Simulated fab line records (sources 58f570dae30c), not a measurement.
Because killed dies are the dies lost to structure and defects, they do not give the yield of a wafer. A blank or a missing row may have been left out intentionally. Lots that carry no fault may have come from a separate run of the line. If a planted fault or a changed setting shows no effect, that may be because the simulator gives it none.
One fault through the eyes of 2 desks || flow berkeley cmos170 || each desk holds nothing but its own numbers, with what lay behind them at the end

FROM THE METROLOGY DESK
What the gauges read for every lot (on any tool): the sampled wafers with a number, averaged. Marked OUT: a lot whose mean sits more than 4 standard deviations from the usual mean, which makes it out of limits; the brackets give that distance.
Columns: A = GATE_OVL at UCB170_GATE_OVL_MEAS_13, usual 2 nm; B = cd nm at UCB170_M2_CD_MEAS_15, usual 700.2 nm; C = V2_BOW at UCB170_V2_BOW_MEAS_03, usual 37 um
{"lot": "L866", "first seen here": "day 5 14:54", "A": 3, "B": 700.0, "C": 43}
{"lot": "L869", "first seen here": "day 6 15:26", "A": 4, "B": 699.3, "C": 31}
{"lot": "L868", "first seen here": "day 6 15:43", "A": 0, "B": 699.9, "C": 30}
{"lot": "L870", "first seen here": "day 6 15:53", "A": -7, "B": 700.8, "C": 31}
{"lot": "L871", "first seen here": "day 6 23:25", "A": -3, "B": 702.2, "C": 35}
{"lot": "L872", "first seen here": "day 6 23:37", "A": 0, "B": 698.8, "C": 35}
{"lot": "L873", "first seen here": "day 6 23:53", "A": -1, "B": 697.2, "C": 42}
{"lot": "L875", "first seen here": "day 7 16:01", "A": -3, "B": 701.1, "C": 32}
{"lot": "L876", "first seen here": "day 7 23:10", "A": 4, "B": 702.1, "C": 39}
{"lot": "L881", "first seen here": "day 9 09:02", "A": -0, "B": 701.2, "C": 27}
{"lot": "L883", "first seen here": "day 9 16:47", "A": 0, "B": 700.0, "C": 41}
{"lot": "L882", "first seen here": "day 9 17:02", "A": 5, "B": 699.8, "C": 31}
{"lot": "L885", "first seen here": "day 9 21:08", "A": 6, "B": 702.6, "C": 36}
{"lot": "L886", "first seen here": "day 10 06:19", "A": 3, "B": 701.3, "C": 40}
{"lot": "L889", "first seen here": "day 11 09:21", "A": -2, "B": 698.3, "C": 31}
This desk found nothing out of limits on any of the 15 lots.

FOR THE TOOL OWNER'S DESK: litho track-04
At UCB170_M3_SOFTBAKE_06 (time 60 s), the tool's own readings, given per lot that ran on this tool as the mean of the sampled wafers with a number. Marked OUT: a lot whose mean sits more than 4 standard deviations from the usual mean, which makes it out of limits; the brackets give that distance.
Columns: A = run length s at UCB170_M3_SOFTBAKE_06, usual 89.16 s
{"lot": "L870", "first seen here": "day 8 03:31", "A": 89.28}
{"lot": "L871", "first seen here": "day 8 10:43", "A": 89.05}
{"lot": "L881", "first seen here": "day 10 21:25", "A": "103.12 (+99 or more) OUT"}
{"lot": "L882", "first seen here": "day 11 04:23", "A": "103.10 (+99 or more) OUT"}
{"lot": "L885", "first seen here": "day 11 08:56", "A": "103.15 (+99 or more) OUT"}
This desk's finding: out of limits on L881, L882, L885; first on L881, day 10 21:25 (run length s at UCB170_M3_SOFTBAKE_06). Within limits: L870, L871.

BROUGHT TOGETHER
On L881, L882, L885, at day 10 21:25, an alarm was possible from the tool owner's desk.
Metrology desk: nothing out of limits seen.
The metrology desk has L881, L882, L885 on record, within its limits.
The lots listed all ran UCB170_M3_SOFTBAKE_06 on litho track-04.

WHAT THE SIMULATOR HAD PUT IN
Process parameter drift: litho track-04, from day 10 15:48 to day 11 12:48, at UCB170_M3_SOFTBAKE_06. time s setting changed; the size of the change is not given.
Struck lots among those shown: L881, L882, L885.
Each desk's first reading out of limits, in hours after the fault started: the tool owner's desk, 6.
